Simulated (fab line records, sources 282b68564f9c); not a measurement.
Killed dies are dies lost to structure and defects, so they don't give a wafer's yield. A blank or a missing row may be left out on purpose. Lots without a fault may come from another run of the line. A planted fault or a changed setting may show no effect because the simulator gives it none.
Problem report in the 8D (eight disciplines) form, filled by code | flow rit_cmos | the parts of the form that need people (team, actions taken, sign-off) are left out

1. THE PROBLEM
killed_at_front_end at RIT_M1_PROBE_99 reads a mean of 32.2 on 6 wafers of 2 lots; wafers without a fault read 6.9 with a standard deviation of 2.8. That is +9.0 standard deviations from the usual mean.
First seen on wafer L101.2, day 5 18:11, on prober-02. The record holds 42 wafers of 14 lots with a number at this step. Rule for "out", or "out of limits": more than 4 standard deviations from the usual mean. The other wafers with a number count as sound.

2. WHAT IT IS AND WHAT IT IS NOT
question                    | is                                              | is not
which readings at this step | killed_at_front_end, killed_dies, killed_on_rim | killed_at_M0_to_M3, killed_open
which lots                  | L101, L103                                      | L100, L104, L112, L990, L991, L993, L994, L995, L996, L997, L998, L999
which wafers of those lots  | all that have a number                          | -
read on which tools         | prober-02                                       | prober-01
when                        | from day 5 18:11                                | up to then (30 sound wafers); but 6 sound wafers of L104, L112 came after

3. SUSPECTS, AND WHAT RULES EACH OUT
Counting: a tool at a process step up to the reading stays a suspect if it ran every lot that is out and no sound lot after the first of them.
- rie_si-02 at RIT_GATE_ETCH_19 (etches poly-Si in SF6/CHF3/O2, stops on SiO2, time 165 s, target depth 312.5 nm): kept. It ran every lot that is out, first L101 (day 4 21:03), and no sound lot after that; its last sound lot up to then is L999 (day 4 13:44).
- prober-02 at RIT_M1_PROBE_99: ruled out as a lasting fault. Sound lots L112 ran on it after its first lot that is out, L101 (day 5 18:11).
Left after counting: rie_si-02 at RIT_GATE_ETCH_19.

4. THE CAUSE (what the simulator had put in)
Chamber particle source: rie_si-02, from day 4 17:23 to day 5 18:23, at RIT_GATE_ETCH_19. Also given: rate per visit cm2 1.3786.
Counting left only this tool.

5. THE CHAIN OF EFFECTS, in route order
Each row: a reading whose mean over the struck wafers that have a number lies more than 3 standard deviations from the usual. Only readings for which the record gives a usual standard deviation are gone through. hours: the time from each lot's start at the first step in this table that gives one to its start at this step, as a median over the lots. sigmas: the change in usual standard deviations.
hours | step            | reading             | usual | on struck wafers | change | sigmas
0     | RIT_M1_PROBE_99 | killed_at_front_end | 6.9   | 32.2             | +25.3  | +9.0
0     | RIT_M1_PROBE_99 | killed_dies         | 7.1   | 32.3             | +25.2  | +9.0
0     | RIT_M1_PROBE_99 | killed_on_rim       | 1.8   | 8.8              | +7.0   | +5.4
The process steps in it:
- RIT_M1_PROBE_99

6. WHAT WOULD HAVE CAUGHT IT SOONER
In this record the first reading out of limits was taken at day 5 18:11, 25 hours after the fault began at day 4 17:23.
Of the tool readings at RIT_GATE_ETCH_19 for which the record gives a usual standard deviation, none was out on any struck wafer, so an alarm limit of 4 standard deviations on them would not have fired.
All the lots that are out (2) had begun RIT_GATE_ETCH_19 on rie_si-02 by day 5 18:11. A hold on the tool at that time would have spared none of them.
